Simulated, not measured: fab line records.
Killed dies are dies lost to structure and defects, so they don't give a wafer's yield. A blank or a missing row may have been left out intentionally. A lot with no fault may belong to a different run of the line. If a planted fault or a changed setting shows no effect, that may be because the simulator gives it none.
8D (eight disciplines) problem report, filled in by code || flow berkeley-cmos170 || the parts of the form that need people (team, actions taken, sign-off) are left out

== 1. THE ISSUE ==
Mean PSD_RS at UCB170_SDANNEAL_RS_MEAS_02: 56.7 ohm/sq over 9 wafers in 3 lots; fault-free wafers: 75.6 ohm/sq, standard deviation 0.31. Relative to the usual mean, that is a shift of -61 standard deviations.
The step: measures by four-point-probe.
Seen first at day 10 17:25 on film-metro-01, wafer L758.2. At this step, 45 wafers from 15 lots have a number in the record. Rule for "out", or "out of limits": more than 4 standard deviations from the usual mean. Any other wafer with a number is counted as sound.

== 2. WHAT IT IS; WHAT IT IS NOT ==
{"question": "which readings at this step", "is": "PSD_RS", "is not": "-"}
{"question": "which lots", "is": "L758, L760, L761", "is not": "L746, L747, L748, L749, L750, L751, L752, L754, L755, L756, L757, L759"}
{"question": "which wafers of those lots", "is": "all that have a number", "is not": "-"}
{"question": "read on which gauges", "is": "film-metro-01, film-metro-02", "is not": "film-metro-04"}
{"question": "when", "is": "from day 10 17:25", "is not": "up to then (33 sound wafers); but 3 sound wafers of L757 came after"}

== 3. THE SUSPECTS, EACH WITH WHAT RULES IT OUT ==
Counting: a tool at any process step up to the reading remains a suspect when it ran all the lots that are out and ran no sound lot after the first of those.
- ruled out: the gauge at UCB170_SDANNEAL_RS_MEAS_02. Those wafers that are out were read across 2 gauges (film-metro-01, film-metro-02).
- rtp-anneal-02 at UCB170_SDANNEAL_RTA_01 (time 5 s): kept. It processed each lot that is out, first L758 at day 10 17:21, and no sound lot thereafter; up to then, the last sound lot it processed was L759 at day 10 16:54.
Remaining after the count: rtp-anneal-02 at UCB170_SDANNEAL_RTA_01.

== 4. THE CAUSE (what the simulator had put in) ==
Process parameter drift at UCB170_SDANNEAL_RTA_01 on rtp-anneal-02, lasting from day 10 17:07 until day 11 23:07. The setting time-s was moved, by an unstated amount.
Only this tool survived the counting.

== 5. THE CHAIN OF EFFECTS, in route order ==
One row per reading whose mean, taken over the struck wafers that have a number, lies over 3 standard deviations from the usual. Only readings whose record carries a usual standard deviation are examined. hours: median over the lots of the time between each lot's start at the first step of this table that gives one and its start at this step. sigmas: the change, counted in usual standard deviations.
{"hours": 0, "step": "UCB170_SDANNEAL_RS_MEAS_02", "reading": "PSD_RS", "usual": "75.6 ohm/sq", "on struck wafers": 56.7, "change": -18.9, "sigmas": -61}
{"hours": 0, "step": "UCB170_SDANNEAL_RS_MEAS_03", "reading": "NSD_RS", "usual": "37.26 ohm/sq", "on struck wafers": 31.35, "change": -5.91, "sigmas": -60}
{"hours": 0, "step": "UCB170_SDANNEAL_RS_MEAS_04", "reading": "PLDD_RS", "usual": "1031.8 ohm/sq", "on struck wafers": 967.1, "change": -64.7, "sigmas": -23}
{"hours": 0, "step": "UCB170_SDANNEAL_RS_MEAS_05", "reading": "NLDD_RS", "usual": "616.6 ohm/sq", "on struck wafers": 610.6, "change": -6.0, "sigmas": -5.0}

== 6. WHAT WOULD HAVE CAUGHT IT SOONER ==
The first out-of-limits reading at a measuring or inspecting step in this record came at day 10 17:25, 0 hours after the fault's start at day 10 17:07.
Of the tool readings at UCB170_SDANNEAL_RTA_01 for which the record gives a usual standard deviation, none was out on any struck wafer, so an alarm limit of 4 standard deviations on them would not have fired.
Among the 3 lots that are out, L761, L760 began UCB170_SDANNEAL_RTA_01 on rtp-anneal-02 after day 10 17:25. A hold on the tool at that time would have spared those 2.
